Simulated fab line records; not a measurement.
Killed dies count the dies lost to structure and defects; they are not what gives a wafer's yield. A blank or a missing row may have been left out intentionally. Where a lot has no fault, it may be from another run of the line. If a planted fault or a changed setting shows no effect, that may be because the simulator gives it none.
Split-lot trial + flow berkeley cmos170 + 23 wafers read across 5 lots, on a route 331 steps long

THE SPLIT ITSELF
At UCB170_NLDD_IMPLANT_08, the setting energy kev was moved away from the recipe's 30 on 7 of the 23 wafers read, by -2.9% to +5.3%. The other wafers ran this setting at the recipe's value.

The reading comes from the split's own step.

THE READING
implant.drp nm (the simulator's own value, which no gauge read), in nm, at UCB170_NLDD_IMPLANT_08. The file gives no usual value for it.

| wafer  | tool, chamber at the split | energy kev as run | against the recipe | implant.drp nm, nm | against lot-mates on the recipe |
|--------|----------------------------|-------------------|--------------------|--------------------|---------------------------------|
| L077.2 | implanter-03, 0            | 30                | recipe             | 9.611              | -                               |
| L077.4 | implanter-03, 0            | 30                | recipe             | 9.611              | -                               |
| L077.5 | implanter-03, 0            | 30                | recipe             | 9.611              | -                               |
| L076.1 | implanter-04, 0            | 31.58             | +5.3%              | 9.98               | +0.369                          |
| L076.5 | implanter-04, 0            | 31.58             | +5.3%              | 9.98               | +0.369                          |
| L076.2 | implanter-04, 0            | 30                | recipe             | 9.611              | -                               |
| L076.3 | implanter-04, 0            | 30                | recipe             | 9.611              | -                               |
| L076.4 | implanter-04, 0            | 30                | recipe             | 9.611              | -                               |
| L075.1 | implanter-02, 0            | 30                | recipe             | 9.611              | -                               |
| L075.5 | implanter-02, 0            | 30                | recipe             | 9.611              | -                               |
| L075.2 | implanter-02, 0            | 29.27             | -2.4%              | 9.44               | -0.171                          |
| L075.3 | implanter-02, 0            | 29.27             | -2.4%              | 9.44               | -0.171                          |
| L075.4 | implanter-02, 0            | 29.27             | -2.4%              | 9.44               | -0.171                          |
| L078.2 | implanter-02, 0            | 30                | recipe             | 9.611              | -                               |
| L078.5 | implanter-02, 0            | 30                | recipe             | 9.611              | -                               |
| L078.6 | implanter-02, 0            | 30                | recipe             | 9.611              | -                               |
| L078.3 | implanter-02, 0            | 29.14             | -2.9%              | 9.41               | -0.201                          |
| L078.4 | implanter-02, 0            | 29.14             | -2.9%              | 9.41               | -0.201                          |
| L083.1 | implanter-04, 0            | 30                | recipe             | 9.611              | -                               |
| L083.2 | implanter-04, 0            | 30                | recipe             | 9.611              | -                               |
| L083.4 | implanter-04, 0            | 30                | recipe             | 9.611              | -                               |
| L083.5 | implanter-04, 0            | 30                | recipe             | 9.611              | -                               |
| L083.6 | implanter-04, 0            | 30                | recipe             | 9.611              | -                               |

THE FIT
A straight line over all 23 wafers: implant.drp nm changes by +0.0701 nm for each +1% of energy kev; r = +1.00; the points scatter about the line by 0.00015 nm.
The same after taking each lot's own level away (the mean of its wafers on the recipe; 23 wafers): +0.0701 nm for each +1%; r = +1.00; scatter 0.00015 nm.
According to that fit, moving energy kev by its largest amount changes the reading by 0.37 nm.
The lots' own levels span 9.6110 to 9.6110 nm.
The two slopes are in agreement: the lot-to-lot level therefore moves the slope only a little.
Check: with one of the wafers moved furthest among these (+5.3%) left out of the fit, the line predicts +0.369 nm for it against its lot-mates. Against them it came out at +0.369 nm.

THESE WAFERS: OTHER SPLITS
Before the reading, these wafers also passed through other splits. Each is held against what the fit with the lots' levels taken away leaves over:
| other split on the same wafers      | wafers away from the commonest value | r with implant.drp nm (lot level and that fit taken away) |
|-------------------------------------|--------------------------------------|-----------------------------------------------------------|
| UCB170_ZERO_COAT_01 resist thk nm   | 6                                    | -0.07                                                     |
| UCB170_NWELL_OXIDATION_01 temp c    | 10                                   | -0.62                                                     |
| UCB170_PWELL_OXIDATION_02 ox time s | 18                                   | +0.00                                                     |
| UCB170_PWELL_CVD_05 time s          | 10                                   | -0.05                                                     |
| UCB170_FIELD_OXIDATION_01 temp c    | 18                                   | +0.36                                                     |
| UCB170_PVT_IMPLANT_07 tilt deg      | 8                                    | -0.36                                                     |
| UCB170_PLDD_IMPLANT_08 dose cm2     | 7                                    | +0.39                                                     |

THE WHOLE CHAIN: every reading that the file lists as answering this split, in the file's order
| step                   | what it does | reading                                                         | change (the file's fit)                | r (the file's) |
|------------------------|--------------|-----------------------------------------------------------------|----------------------------------------|----------------|
| UCB170_NLDD_IMPLANT_08 |              | implant.rp nm (the simulator's own value, which no gauge read)  | +0.163 nm for each +1% of the setting  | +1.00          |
| UCB170_NLDD_IMPLANT_08 |              | implant.drp nm (the simulator's own value, which no gauge read) | +0.0702 nm for each +1% of the setting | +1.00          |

FILE'S OWN FIT
implant.drp nm changes by +0.0702 nm for each +1% of energy kev, r = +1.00.
